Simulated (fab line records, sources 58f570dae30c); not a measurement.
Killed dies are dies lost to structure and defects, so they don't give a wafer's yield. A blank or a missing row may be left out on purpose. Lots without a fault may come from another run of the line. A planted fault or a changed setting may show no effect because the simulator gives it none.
Chamber matching | flow berkeley_cmos170 | UCB170_M1_ETCH_11 on rie_diel-02: 4 sister chambers
The step etches BARC in N2/H2. 8 wafers are shown with their chamber, then 7 later ones without.

WAFERS WITH THEIR CHAMBER
wafer  | chamber | throttle_valve_pct (%) | oes_product_au (a.u.)
L956.5 | 2       | 13.17                  | 1.039
L954.3 | 2       | 13.17                  | 1.040
L960.3 | 0       | 13.21                  | 0.993
L960.5 | 3       | 13.21                  | 1.006
L962.2 | 0       | 13.22                  | 0.990
L962.5 | 1       | 13.14                  | 1.012
L961.2 | 3       | 13.21                  | 0.996
L961.3 | 1       | 13.15                  | 0.994

WAFERS WITHOUT THEIR CHAMBER
wafer  | throttle_valve_pct (%) | oes_product_au (a.u.)
L961.6 | 13.20                  | 0.998
L963.3 | 13.17                  | 1.045
L963.4 | 13.14                  | 0.999
L963.6 | 13.21                  | 0.993
L964.1 | 13.23                  | 0.997
L964.5 | 13.20                  | 1.000
L964.6 | 13.14                  | 1.001

WHICH CHAMBER EACH WENT THROUGH
wafer  | from the rows above     | in truth
L961.6 | can't be placed: 3 or 0 | 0
L963.3 | 2                       | 2
L963.4 | 1                       | 1
L963.6 | can't be placed: 0 or 3 | 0
L964.1 | can't be placed: 0 or 3 | 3
L964.5 | can't be placed: 3 or 0 | 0
L964.6 | 1                       | 1
Placed correctly: 3 of 7. Can't be placed from these rows: 4 (the true chamber is among the candidates in 4). Placed wrongly: 0.
How it was worked out, from the rows above alone: a wafer's distance from a chamber is the root of the sum, over the readings, of the square of ((its reading less the chamber's mean) divided by the reading's scatter). The wafer belongs to the nearest chamber; if the next one is less than 2 further off, it can't be placed. A chamber's mean is the mean of its shown wafers. The scatter: the root of (the sum of the squares of (reading less its chamber's mean) over the shown wafers, divided by (wafers less chambers)).
